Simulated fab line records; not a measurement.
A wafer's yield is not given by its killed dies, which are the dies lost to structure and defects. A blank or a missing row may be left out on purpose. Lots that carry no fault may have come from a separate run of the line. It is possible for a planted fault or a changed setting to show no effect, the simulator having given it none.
What tool caused it?    flow rit_cmos    13 lots, 39 wafers sampled, at 2 steps of a route of 202

== WHAT EACH GAUGE READ, for each wafer ==
RIT_ACTIVE_CD_MEAS_11: the cd target is 1400 nm. Usual: cd_nm at 1399.9 nm, with a standard deviation of 2.2.
lot   measured     on         cd_nm (nm)            flag
L294  day 1 14:33  cd_sem-01  1400.4 1400.4 1399.1  
L295  day 1 19:35  cd_sem-02  1395.2 1396.0 1397.9  
L297  day 2 05:26  cd_sem-02  1403.2 1404.1 1404.3  
L299  day 2 15:34  cd_sem-02  1400.4 1401.0 1399.8  
L300  day 2 20:34  cd_sem-02  1399.9 1398.5 1399.8  
L301  day 3 01:34  cd_sem-02  1398.0 1398.3 1399.5  
L302  day 3 06:37  cd_sem-01  1399.9 1397.7 1399.0  
L304  day 3 17:25  cd_sem-02  1400.3 1399.6 1401.6  
L305  day 3 21:46  cd_sem-02  1381.7 1389.6 1357.4  OFF
L306  day 4 02:40  cd_sem-01  1401.2 1402.0 1403.0  
L312  day 5 09:36  cd_sem-02  1395.6 1397.3 1397.3  
L314  day 5 19:32  cd_sem-02  1397.3 1398.6 1399.6  
L317  day 6 09:36  cd_sem-02  1397.1 1397.1 1396.1  

== EACH LOT AND THE TOOL THAT RAN IT (in order: tool; ch and the chambers of the sampled wafers; start) ==
lot   RIT_ACTIVE_EXPOSE_08
L294  iline_stepper-01 ch 0, day 1 14:06
L295  iline_stepper-02 ch 0, day 1 19:11
L297  iline_stepper-01 ch 0, day 2 05:02
L299  iline_stepper-01 ch 0, day 2 15:10
L300  iline_stepper-02 ch 0, day 2 20:10
L301  iline_stepper-01 ch 0, day 3 01:10
L302  iline_stepper-02 ch 0, day 3 06:13
L304  iline_stepper-01 ch 0, day 3 17:01
L305  iline_stepper-02 ch 0, day 3 21:22
L306  iline_stepper-01 ch 0, day 4 02:16
L312  iline_stepper-01 ch 0, day 5 09:12
L314  iline_stepper-01 ch 0, day 5 19:08
L317  iline_stepper-01 ch 0, day 6 09:12
- RIT_ACTIVE_EXPOSE_08: exposes mask M1, target cd 1400 nm.

== AS READ BY THE TOOLS THEMSELVES (means over the sampled wafers that have a number; for cases with no such wafer, the mark the record gives instead) ==
RIT_ACTIVE_EXPOSE_08. Usual: exposure_dose_mJ_cm2 at 225.01, with a standard deviation of 0.21.
lot   tool              exposure_dose_mJ_cm2  flag
L294  iline_stepper-01  224.94                
L295  iline_stepper-02  224.82                
L297  iline_stepper-01  224.96                
L299  iline_stepper-01  225.06                
L300  iline_stepper-02  225.03                
L301  iline_stepper-01  224.72                
L302  iline_stepper-02  224.72                
L304  iline_stepper-01  225.23                
L305  iline_stepper-02  220.16                OFF
L306  iline_stepper-01  225.07                
L312  iline_stepper-01  225.00                
L314  iline_stepper-01  225.23                
L317  iline_stepper-01  225.01                

== THE ANSWER, worked out from the rows above alone ==
Rule: lot off if the mean of its wafers having a number is beyond 3 standard deviations from the usual mean. Also off: a lot with no number at a reading for which 4 or more lots have one. The other lots that the step has rows for count as sound. Order of review: gauges by route order, followed by the tools' own readings, for which a lot's mean as printed above is used. The first step at which some lot is off is used, and at that step the reading that is off furthest; a lot without a number counts as furthest.
Off at RIT_ACTIVE_CD_MEAS_11 (cd_nm): L305.
A tool fits if, at a process step before that reading, it ran every lot that is off, and no sound lot after the first of them. Not tried: the gauges at RIT_ACTIVE_CD_MEAS_11; whatever is off there is also off at RIT_ACTIVE_EXPOSE_08, on other tools, and gauge error can't account for it. One candidate fits, namely iline_stepper-02 at RIT_ACTIVE_EXPOSE_08. A fault onset in the window from L302 (day 3 06:13, its last sound lot) to L305 (day 3 21:22, its first lot off) fits.
The tool's own readings at RIT_ACTIVE_EXPOSE_08 bear it out: on the lots that are off they differ by more than 5 times the standard deviation of the sound lots' means. exposure_dose_mJ_cm2 reads 220.16 there against 224.98 on the sound lots.

== WHAT THE SIMULATOR PUT IN ==
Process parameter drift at RIT_ACTIVE_EXPOSE_08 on iline_stepper-02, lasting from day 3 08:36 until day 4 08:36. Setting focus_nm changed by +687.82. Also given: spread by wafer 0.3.
Lots struck among those shown: L305. The rule above reached the same finding.
